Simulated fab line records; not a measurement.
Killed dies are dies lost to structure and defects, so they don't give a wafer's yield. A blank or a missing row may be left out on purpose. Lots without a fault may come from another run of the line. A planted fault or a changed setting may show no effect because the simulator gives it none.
fab line records :: flow ritCmos
record
  lots=14
  wafers=42
  lastDay=7
route steps=202 shown GATE@96 M1@202
lots that met no fault: from a run of the same line without faults
startH: hours from the record's opening day to when the first of the lot's shown wafers began :: waitH: hours elapsed since this lot's preceding step :: " the same as in the row above :: L1.1+2: a single row standing in for several wafers :: - no value, or no start given :: * or withheld: withheld :: < > ~ a bound
route shown NAME@n: a module of which the file shows steps, and the number in the route of the first :: usual: mean and standard deviation over wafers with no fault :: same: alike in all rows :: chamber/n: place in a boat :: sites: readings site by site :: _std_site: standard deviation across them :: _edge_site: inner sites' mean taken away from outer sites' mean :: radiusMm: for every site, how far away it sits from the centre of the wafer :: mask NAME#n: copy n :: behind: tool/chamber where the wafer was last shaped :: hold: cause of the lot's hold/its duration in hours/its outcome :: device: transistor that didn't switch, given as n, p or np :: end of line: the tests these same wafers got at the end of their route :: step lacking rows: just its recipe :: killed: dies lost to structure and defects at the first sort, not the wafer's yield :: map: the dies of a wafer, with x for killed, . for not killed, _ for no die there
set.NAME: the setting that was run; set.NAME@STEP: the one run at that earlier step :: model.NAME: the simulator's own value behind a step, which no gauge read
steps of the route over a sample of lots; a table a step, a row a wafer
services: the hour from which a tool's chamber was out of use, counted from the record's first day as startH (under 0 if before that day), plus the number of hours and why
## steps
# step RIT_GATE_STRIP_20
# recipe
  chemistry=O2
  timeS=180
  resist=NOVOLAK
  platenTempC=withheld
  powerW=500
  pressureMtorr=4000
  o2FlowSccm=4000
# usual
  drypumpMotorCurrentA=5.4/0.57
  o2FlowSccm=4000/11
lot.wafer: L755.1
tool: plasmaAsher-02
chamber: 0
startH: 40.34
waitH: 0.1
drypumpMotorCurrentA: 5.0
o2FlowSccm: 3994
rfHoursCounterH: 40

lot.wafer: L755.4
tool: plasmaAsher-02
chamber: 0
startH: 40.34
waitH: 0.1
drypumpMotorCurrentA: 5.0
o2FlowSccm: 4015
rfHoursCounterH: -

lot.wafer: L755.6
tool: plasmaAsher-02
chamber: 0
startH: 40.34
waitH: 0.1
drypumpMotorCurrentA: 5.0
o2FlowSccm: 3995
rfHoursCounterH: -

lot.wafer: L756.2
tool: plasmaAsher-01
chamber: 1
startH: 46.59
waitH: 0.1
drypumpMotorCurrentA: 6.0
o2FlowSccm: 3982
rfHoursCounterH: 39

lot.wafer: L756.4
tool: plasmaAsher-01
chamber: 0
startH: 46.59
waitH: 0.1
drypumpMotorCurrentA: 4.7
o2FlowSccm: 3986
rfHoursCounterH: -

lot.wafer: L756.6
tool: plasmaAsher-01
chamber: 1
startH: 46.59
waitH: 0.1
drypumpMotorCurrentA: 6.0
o2FlowSccm: 3997
rfHoursCounterH: -

lot.wafer: L757.1
tool: plasmaAsher-03
chamber: 1
startH: 54.02
waitH: 0.1
drypumpMotorCurrentA: 5.5
o2FlowSccm: 3999
rfHoursCounterH: 41

lot.wafer: L757.3
tool: plasmaAsher-03
chamber: 1
startH: 54.02
waitH: 0.1
drypumpMotorCurrentA: 5.5
o2FlowSccm: 4002
rfHoursCounterH: -

lot.wafer: L757.4
tool: plasmaAsher-03
chamber: 0
startH: 54.02
waitH: 0.1
drypumpMotorCurrentA: 5.7
o2FlowSccm: 3997
rfHoursCounterH: -

lot.wafer: L758.1
tool: plasmaAsher-03
chamber: 0
startH: 56.77
waitH: 0.1
drypumpMotorCurrentA: 5.7
o2FlowSccm: 4012
rfHoursCounterH: 41

lot.wafer: L758.4
tool: plasmaAsher-03
chamber: 1
startH: 56.77
waitH: 0.1
drypumpMotorCurrentA: 5.5
o2FlowSccm: 3998
rfHoursCounterH: -

lot.wafer: L758.6
tool: plasmaAsher-03
chamber: 0
startH: 56.77
waitH: 0.1
drypumpMotorCurrentA: 5.7
o2FlowSccm: 4034
rfHoursCounterH: -

lot.wafer: L759.3
tool: plasmaAsher-02
chamber: 1
startH: 58.68
waitH: 0.1
drypumpMotorCurrentA: 6.0
o2FlowSccm: 3997
rfHoursCounterH: -

lot.wafer: L759.4
tool: plasmaAsher-02
chamber: 0
startH: 58.68
waitH: 0.1
drypumpMotorCurrentA: 5.0
o2FlowSccm: 4001
rfHoursCounterH: -

lot.wafer: L759.6
tool: plasmaAsher-02
chamber: 0
startH: 58.68
waitH: 0.1
drypumpMotorCurrentA: 5.0
o2FlowSccm: 3998
rfHoursCounterH: -

lot.wafer: L760.3
tool: plasmaAsher-02
chamber: 0
startH: 68.83
waitH: 0.1
drypumpMotorCurrentA: 5.0
o2FlowSccm: 4010
rfHoursCounterH: -

lot.wafer: L760.4
tool: plasmaAsher-02
chamber: 1
startH: 68.83
waitH: 0.1
drypumpMotorCurrentA: 6.0
o2FlowSccm: 3982
rfHoursCounterH: -

lot.wafer: L760.6
tool: plasmaAsher-02
chamber: 0
startH: 68.83
waitH: 0.1
drypumpMotorCurrentA: 5.0
o2FlowSccm: 4002
rfHoursCounterH: -

lot.wafer: L761.1
tool: plasmaAsher-01
chamber: 0
startH: 69.13
waitH: 0.1
drypumpMotorCurrentA: 4.7
o2FlowSccm: 4000
rfHoursCounterH: 41

lot.wafer: L761.2
tool: plasmaAsher-01
chamber: 1
startH: 69.13
waitH: 0.1
drypumpMotorCurrentA: 6.0
o2FlowSccm: 4009
rfHoursCounterH: 41

lot.wafer: L761.6
tool: plasmaAsher-01
chamber: 1
startH: 69.13
waitH: 0.1
drypumpMotorCurrentA: 6.0
o2FlowSccm: 4012
rfHoursCounterH: -

lot.wafer: L762.3
tool: plasmaAsher-02
chamber: 1
startH: 74.06
waitH: 0.1
drypumpMotorCurrentA: 6.0
o2FlowSccm: 4002
rfHoursCounterH: -

lot.wafer: L762.4
tool: plasmaAsher-02
chamber: 0
startH: 74.06
waitH: 0.1
drypumpMotorCurrentA: 5.0
o2FlowSccm: 4012
rfHoursCounterH: -

lot.wafer: L762.5
tool: plasmaAsher-02
chamber: 1
startH: 74.06
waitH: 0.1
drypumpMotorCurrentA: 6.0
o2FlowSccm: 3999
rfHoursCounterH: -

lot.wafer: L763.2
tool: plasmaAsher-01
chamber: 1
startH: 80.74
waitH: 0.1
drypumpMotorCurrentA: 6.0
o2FlowSccm: 3992
rfHoursCounterH: 43

lot.wafer: L763.3
tool: plasmaAsher-01
chamber: 1
startH: 80.74
waitH: 0.1
drypumpMotorCurrentA: 6.0
o2FlowSccm: 3999
rfHoursCounterH: -

lot.wafer: L763.4
tool: plasmaAsher-01
chamber: 0
startH: 80.74
waitH: 0.1
drypumpMotorCurrentA: 4.6
o2FlowSccm: 4020
rfHoursCounterH: -

lot.wafer: L764.1
tool: plasmaAsher-03
chamber: 1
startH: 91.43
waitH: 0.1
drypumpMotorCurrentA: 5.5
o2FlowSccm: 4017
rfHoursCounterH: 45

lot.wafer: L764.2
tool: plasmaAsher-03
chamber: 0
startH: 91.43
waitH: 0.1
drypumpMotorCurrentA: 5.7
o2FlowSccm: 4004
rfHoursCounterH: 45

lot.wafer: L764.3
tool: plasmaAsher-03
chamber: 0
startH: 91.43
waitH: 0.1
drypumpMotorCurrentA: 5.7
o2FlowSccm: 3989
rfHoursCounterH: -

lot.wafer: L766.1
tool: plasmaAsher-02
chamber: 0
startH: 95.50
waitH: 0.1
drypumpMotorCurrentA: 5.0
o2FlowSccm: 4014
rfHoursCounterH: 46

lot.wafer: L766.4
tool: plasmaAsher-02
chamber: 0
startH: 95.50
waitH: 0.1
drypumpMotorCurrentA: 5.0
o2FlowSccm: 4002
rfHoursCounterH: -

lot.wafer: L766.5
tool: plasmaAsher-02
chamber: 0
startH: 95.50
waitH: 0.1
drypumpMotorCurrentA: 5.0
o2FlowSccm: 4018
rfHoursCounterH: -

lot.wafer: L774.3
tool: plasmaAsher-01
chamber: 1
startH: 133.46
waitH: 0.1
drypumpMotorCurrentA: 6.0
o2FlowSccm: 3991
rfHoursCounterH: -

lot.wafer: L774.4
tool: plasmaAsher-01
chamber: 0
startH: 133.46
waitH: 0.1
drypumpMotorCurrentA: 4.7
o2FlowSccm: 5990
rfHoursCounterH: -

lot.wafer: L774.6
tool: plasmaAsher-01
chamber: 0
startH: 133.46
waitH: 0.1
drypumpMotorCurrentA: 4.6
o2FlowSccm: 5991
rfHoursCounterH: -

lot.wafer: L775.1
tool: plasmaAsher-01
chamber: 1
startH: 142.03
waitH: 0.1
drypumpMotorCurrentA: 6.0
o2FlowSccm: 3986
rfHoursCounterH: 52

lot.wafer: L775.2
tool: plasmaAsher-01
chamber: 0
startH: 142.03
waitH: 0.1
drypumpMotorCurrentA: 4.7
o2FlowSccm: 6008
rfHoursCounterH: 52

lot.wafer: L775.4
tool: plasmaAsher-01
chamber: 0
startH: 142.03
waitH: 0.1
drypumpMotorCurrentA: 4.7
o2FlowSccm: 6008
rfHoursCounterH: -

lot.wafer: L777.2
tool: plasmaAsher-02
chamber: 0
startH: 148.06
waitH: 0.1
drypumpMotorCurrentA: 5.0
o2FlowSccm: 3994
rfHoursCounterH: 5

lot.wafer: L777.3
tool: plasmaAsher-02
chamber: 1
startH: 148.06
waitH: 0.1
drypumpMotorCurrentA: 6.0
o2FlowSccm: 3980
rfHoursCounterH: -

lot.wafer: L777.4
tool: plasmaAsher-02
chamber: 0
startH: 148.06
waitH: 0.1
drypumpMotorCurrentA: 5.0
o2FlowSccm: 4002
rfHoursCounterH: -
# step RIT_M1_PROBE_99
# usual
  killed_at_M0_to_M3=0.0/0.12
  killedAtContacts=0.1/0.34
  killedAtFrontEnd=7.0/2.9
  killedDies=7.2/2.9
  killedOnRim=2.1/1.4
  killedOpen=3.6/1.9
  killedShort=3.5/2.1
# same
  grossDies=264
  killed_at_M4_up=0
  killedAtBackSide=0
  killedAtOther=0
lot.wafer: L758.1
tool: prober-01
chamber: -
startH: 77.00
waitH: 0.1
killed_at_M0_to_M3: 0
killedAtContacts: 0
killedAtFrontEnd: 9
killedDies: 9
killedOnRim: 3
killedOpen: 4
killedShort: 5

lot.wafer: L758.4
tool: prober-01
chamber: -
startH: 77.15
waitH: 0.2
killed_at_M0_to_M3: 0
killedAtContacts: 0
killedAtFrontEnd: 9
killedDies: 9
killedOnRim: 2
killedOpen: 5
killedShort: 3

lot.wafer: L758.6
tool: prober-01
chamber: -
startH: 77.25
waitH: 0.2
killed_at_M0_to_M3: 0
killedAtContacts: 0
killedAtFrontEnd: 13
killedDies: 13
killedOnRim: 4
killedOpen: 5
killedShort: 8

lot.wafer: L760.3
tool: prober-02
chamber: -
startH: 88.77
waitH: 0.2
killed_at_M0_to_M3: 0
killedAtContacts: 0
killedAtFrontEnd: 10
killedDies: 10
killedOnRim: 2
killedOpen: 6
killedShort: 4

lot.wafer: L760.4
tool: prober-02
chamber: -
startH: 88.82
waitH: 0.2
killed_at_M0_to_M3: 0
killedAtContacts: 2
killedAtFrontEnd: 4
killedDies: 6
killedOnRim: 4
killedOpen: 3
killedShort: 3

lot.wafer: L760.6
tool: prober-02
chamber: -
startH: 88.92
waitH: 0.2
killed_at_M0_to_M3: 0
killedAtContacts: 1
killedAtFrontEnd: 7
killedDies: 8
killedOnRim: 1
killedOpen: 7
killedShort: 1

lot.wafer: L761.1
tool: prober-01
chamber: -
startH: 90.53
waitH: 0.1
killed_at_M0_to_M3: 0
killedAtContacts: 0
killedAtFrontEnd: 6
killedDies: 6
killedOnRim: 2
killedOpen: 1
killedShort: 5

lot.wafer: L761.2
tool: prober-01
chamber: -
startH: 90.58
waitH: 0.1
killed_at_M0_to_M3: 0
killedAtContacts: 0
killedAtFrontEnd: 11
killedDies: 11
killedOnRim: 4
killedOpen: 6
killedShort: 5

lot.wafer: L761.6
tool: prober-01
chamber: -
startH: 90.78
waitH: 0.2
killed_at_M0_to_M3: 0
killedAtContacts: 0
killedAtFrontEnd: 6
killedDies: 6
killedOnRim: 1
killedOpen: 1
killedShort: 5

lot.wafer: L762.3
tool: prober-02
chamber: -
startH: 95.48
waitH: 0.2
killed_at_M0_to_M3: 0
killedAtContacts: 0
killedAtFrontEnd: 9
killedDies: 9
killedOnRim: 4
killedOpen: 4
killedShort: 5

lot.wafer: L762.4
tool: prober-02
chamber: -
startH: 95.53
waitH: 0.2
killed_at_M0_to_M3: 0
killedAtContacts: 0
killedAtFrontEnd: 3
killedDies: 3
killedOnRim: 2
killedOpen: 3
killedShort: 0

lot.wafer: L762.5
tool: prober-02
chamber: -
startH: 95.58
waitH: 0.2
killed_at_M0_to_M3: 0
killedAtContacts: 0
killedAtFrontEnd: 6
killedDies: 6
killedOnRim: 1
killedOpen: 4
killedShort: 2

lot.wafer: L764.1
tool: prober-02
chamber: -
startH: 112.49
waitH: 0.1
killed_at_M0_to_M3: 0
killedAtContacts: 0
killedAtFrontEnd: 8
killedDies: 8
killedOnRim: 1
killedOpen: 5
killedShort: 3

lot.wafer: L764.2
tool: prober-02
chamber: -
startH: 112.54
waitH: 0.1
killed_at_M0_to_M3: 0
killedAtContacts: 0
killedAtFrontEnd: 4
killedDies: 4
killedOnRim: 2
killedOpen: 3
killedShort: 1

lot.wafer: L764.3
tool: prober-02
chamber: -
startH: 112.59
waitH: 0.2
killed_at_M0_to_M3: 0
killedAtContacts: 0
killedAtFrontEnd: 5
killedDies: 5
killedOnRim: 2
killedOpen: 1
killedShort: 4

lot.wafer: L766.1
tool: prober-02
chamber: -
startH: 117.51
waitH: 0.1
killed_at_M0_to_M3: 0
killedAtContacts: 1
killedAtFrontEnd: 9
killedDies: 10
killedOnRim: 2
killedOpen: 4
killedShort: 6

lot.wafer: L766.4
tool: prober-02
chamber: -
startH: 117.66
waitH: 0.2
killed_at_M0_to_M3: 0
killedAtContacts: 0
killedAtFrontEnd: 4
killedDies: 4
killedOnRim: 1
killedOpen: 2
killedShort: 2

lot.wafer: L766.5
tool: prober-02
chamber: -
startH: 117.71
waitH: 0.2
killed_at_M0_to_M3: 0
killedAtContacts: 0
killedAtFrontEnd: 6
killedDies: 6
killedOnRim: 2
killedOpen: 5
killedShort: 1
# killed by level:class
L758.1 SPACER:geometricParticle:open=2 SILICIDE:geometricParticle:short=2 FOX1:geometricParticle:short=1 FOX2:geometricParticle:open=1 GATE:geometricParticle:short=1 SPACER:geometricParticle:short=1 SILICIDE:geometricParticle:open=1
L758.4 GATE:geometricParticle:open=2 FOX1:geometricParticle:short=1 FOX2:geometricParticle:open=1 FOX2:geometricParticle:short=1 GATE:geometricParticle:short=1 SPACER:geometricParticle:open=1 SILICIDE:geometricParticle:open=1 PLDD:coatMicrobubblePrinted=1
L758.6 SPACER:geometricParticle:short=4 SILICIDE:geometricParticle:short=4 SILICIDE:geometricParticle:open=2 FOX1:geometricParticle:open=1 REOX:geometricParticle:open=1 SPACER:geometricParticle:open=1
L760.3 GATE:geometricParticle:open=4 GATE:geometricParticle:short=3 FOX1:geometricParticle:open=2 FOX1:geometricParticle:short=1
L760.4 CONTACT:geometricParticle:open=2 FOX1:geometricParticle:open=1 GATE:geometricParticle:short=1 SPACER:geometricParticle:short=1 SILICIDE:geometricParticle:short=1
L760.6 GATE:geometricParticle:open=4 FOX1:geometricParticle:open=1 GATE:geometricParticle:short=1 SPACER:geometricParticle:open=1 CONTACT:geometricParticle:open=1
L761.1 GATE:geometricParticle:short=2 FOX1:geometricParticle:short=1 GATE:geometricParticle:open=1 SPACER:geometricParticle:short=1 SILICIDE:geometricParticle:short=1
L761.2 GATE:geometricParticle:open=3 SPACER:geometricParticle:short=3 GATE:geometricParticle:short=2 REOX:geometricParticle:open=1 SPACER:geometricParticle:open=1 SILICIDE:geometricParticle:open=1
L761.6 SPACER:geometricParticle:short=2 SILICIDE:geometricParticle:short=2 GATE:geometricParticle:open=1 GATE:geometricParticle:short=1
L762.3 GATE:geometricParticle:open=2 GATE:geometricParticle:short=2 FOX2:geometricParticle:short=1 FOX2:geometricParticle:open=1 SPACER:geometricParticle:open=1 SPACER:geometricParticle:short=1 SILICIDE:geometricParticle:short=1
L762.4 GATE:geometricParticle:open=2 SPACER:geometricParticle:open=1
L762.5 GATE:geometricParticle:open=2 REOX:geometricParticle:open=2 GATE:geometricParticle:short=1 SPACER:geometricParticle:short=1
L764.1 GATE:geometricParticle:open=3 GATE:geometricParticle:short=2 FOX1:geometricParticle:open=1 FOX1:geometricParticle:short=1 SPACER:geometricParticle:open=1
L764.2 GATE:geometricParticle:open=1 GATE:geometricParticle:short=1 REOX:geometricParticle:open=1 SPACER:geometricParticle:open=1
L764.3 FOX1:geometricParticle:short=1 GATE:geometricParticle:short=1 REOX:geometricParticle:open=1 REOX:geometricParticle:short=1 SILICIDE:geometricParticle:short=1
L766.1 REOX:geometricParticle:open=3 REOX:geometricParticle:short=3 FOX1:geometricParticle:short=1 SPACER:geometricParticle:short=1 SPACER:geometricParticle:open=1 CONTACT:geometricParticle:short=1
L766.4 GATE:geometricParticle:short=1 GATE:geometricParticle:open=1 REOX:geometricParticle:short=1 SILICIDE:geometricParticle:open=1
L766.5 FOX1:geometricParticle:open=2 GATE:geometricParticle:open=2 SPACER:geometricParticle:open=1 SILICIDE:geometricParticle:short=1
## services
tool: plasmaAsher-03
chamber: -
startH: 107.97
hours: 28.1
kind: pm

tool: plasmaAsher-02
chamber: -
startH: 108.75
hours: 9.0
kind: pm

tool: plasmaAsher-02
chamber: 0
startH: 108.75
hours: 9.0
kind: ventCycle

tool: plasmaAsher-02
chamber: 1
startH: 108.75
hours: 9.0
kind: ventCycle

tool: plasmaAsher-02
chamber: 0
startH: 117.75
hours: -
kind: clean

tool: plasmaAsher-02
chamber: 1
startH: 117.75
hours: -
kind: clean

tool: plasmaAsher-03
chamber: -
startH: 136.07
hours: 14.6
kind: pm
## key
firstSign
  step=RIT_GATE_STRIP_20
  reading=o2FlowSccm
  direction=up
  sigmas=99+
  usual=4000
  struck=5999
effect none on later readings
metAt RIT_GATE_STRIP_20
struckLots L774,L775
struckWafers L774.4,L774.6,L775.2,L775.4
testerLeftOut L774,L775
onsetBetween 80.74 133.46
fault
  kind=processParameterDrift
  tool=plasmaAsher-01
  chamber=0
  onsetH=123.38
  steps=RIT_GATE_STRIP_20
  channel=o2FlowSccm
  offset=2000
  shape=step
  endH=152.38
  actsIn=theseRecipesOnly
  stated=4000
# testerLeftOut: of these lots the tester's yield and bins aren't shown, on N5 and GAA mostly nor the transistor test; their killed dies are dies lost to structure and defects alone, not to doping, threshold or leakage, so they don't give the yield
